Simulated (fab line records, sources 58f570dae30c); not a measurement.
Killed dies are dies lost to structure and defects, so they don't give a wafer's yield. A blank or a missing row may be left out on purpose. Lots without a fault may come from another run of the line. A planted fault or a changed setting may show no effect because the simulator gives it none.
One fault seen from 2 desks | flow berkeley_cmos170 | each desk has only its own numbers; what lay behind them comes last

THE METROLOGY DESK
What the gauges read, lot by lot, whatever tool the lot ran on: means of the sampled wafers that have a number. A lot is out of limits, marked OUT, if its mean lies more than 4 standard deviations from the usual mean; the brackets give that distance.
Columns: A = CONTACT_OVL at UCB170_CONTACT_OVL_MEAS_16, usual 2 nm
lot  | first seen here | A
L302 | day 7 07:55     | 10
L301 | day 7 13:10     | -1
L303 | day 7 13:26     | -2
L304 | day 7 13:34     | -2
L306 | day 7 17:38     | 5
L305 | day 7 18:30     | -3
L310 | day 8 18:26     | 6
L309 | day 8 18:42     | -5
L312 | day 9 14:58     | 2
L314 | day 9 15:41     | 6
L322 | day 10 23:30    | 8
L320 | day 11 00:23    | 4
L323 | day 11 01:47    | 10
L324 | day 11 03:30    | 1
This desk's finding: nothing out of limits on any of the 14 lots.

THE TOOL OWNER'S DESK: rie_metal-04
The tool's own readings at UCB170_M1_METAL_ETCH_12 (etches Al in Cl2/BCl3, stops on PSG, target depth 780 nm, time 130 s): means of the sampled wafers that have a number, for each lot that ran on this tool. A lot is out of limits, marked OUT, if its mean lies more than 4 standard deviations from the usual mean; the brackets give that distance.
Columns: A = bias_w at UCB170_M1_METAL_ETCH_12, usual 120.0 W; B = drypump_motor_current_A at UCB170_M1_METAL_ETCH_12, usual 5.9 A; C = oes_product_au at UCB170_M1_METAL_ETCH_12, usual 0.851 a.u.; D = throttle_valve_pct at UCB170_M1_METAL_ETCH_12, usual 24.38 %
lot  | first seen here | A                | B   | C     | D
L304 | day 7 15:54     | 119.5            | 5.4 | 0.852 | 24.37
L305 | day 7 20:49     | 120.0            | 5.3 | 0.855 | 24.54
L309 | day 8 20:56     | 123.0 (+8.6) OUT | 5.3 | 0.858 | 24.46
L312 | day 9 17:29     | 122.9 (+8.4) OUT | 5.3 | 0.851 | 24.47
This desk's finding: out of limits on L309, L312; first on L309, day 8 20:56 (bias_w at UCB170_M1_METAL_ETCH_12). In limits: L304, L305.

PUT TOGETHER
The tool owner's desk could have raised an alarm at day 8 20:56, on L309, L312.
The metrology desk saw nothing out of limits.
The metrology desk has L309, L312 on record, within its limits.
Of the lots named, all ran UCB170_M1_METAL_ETCH_12 on rie_metal-04.

WHAT THE SIMULATOR HAD PUT IN
Process parameter drift: rie_metal-04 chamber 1, from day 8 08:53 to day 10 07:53, at UCB170_M1_METAL_ETCH_12. Setting bias_w, moved by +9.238, from 120. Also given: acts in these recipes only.
Lots struck among those shown: L309, L312.
Hours from the fault's start to each desk's first reading out of limits: the tool owner's desk, 12.
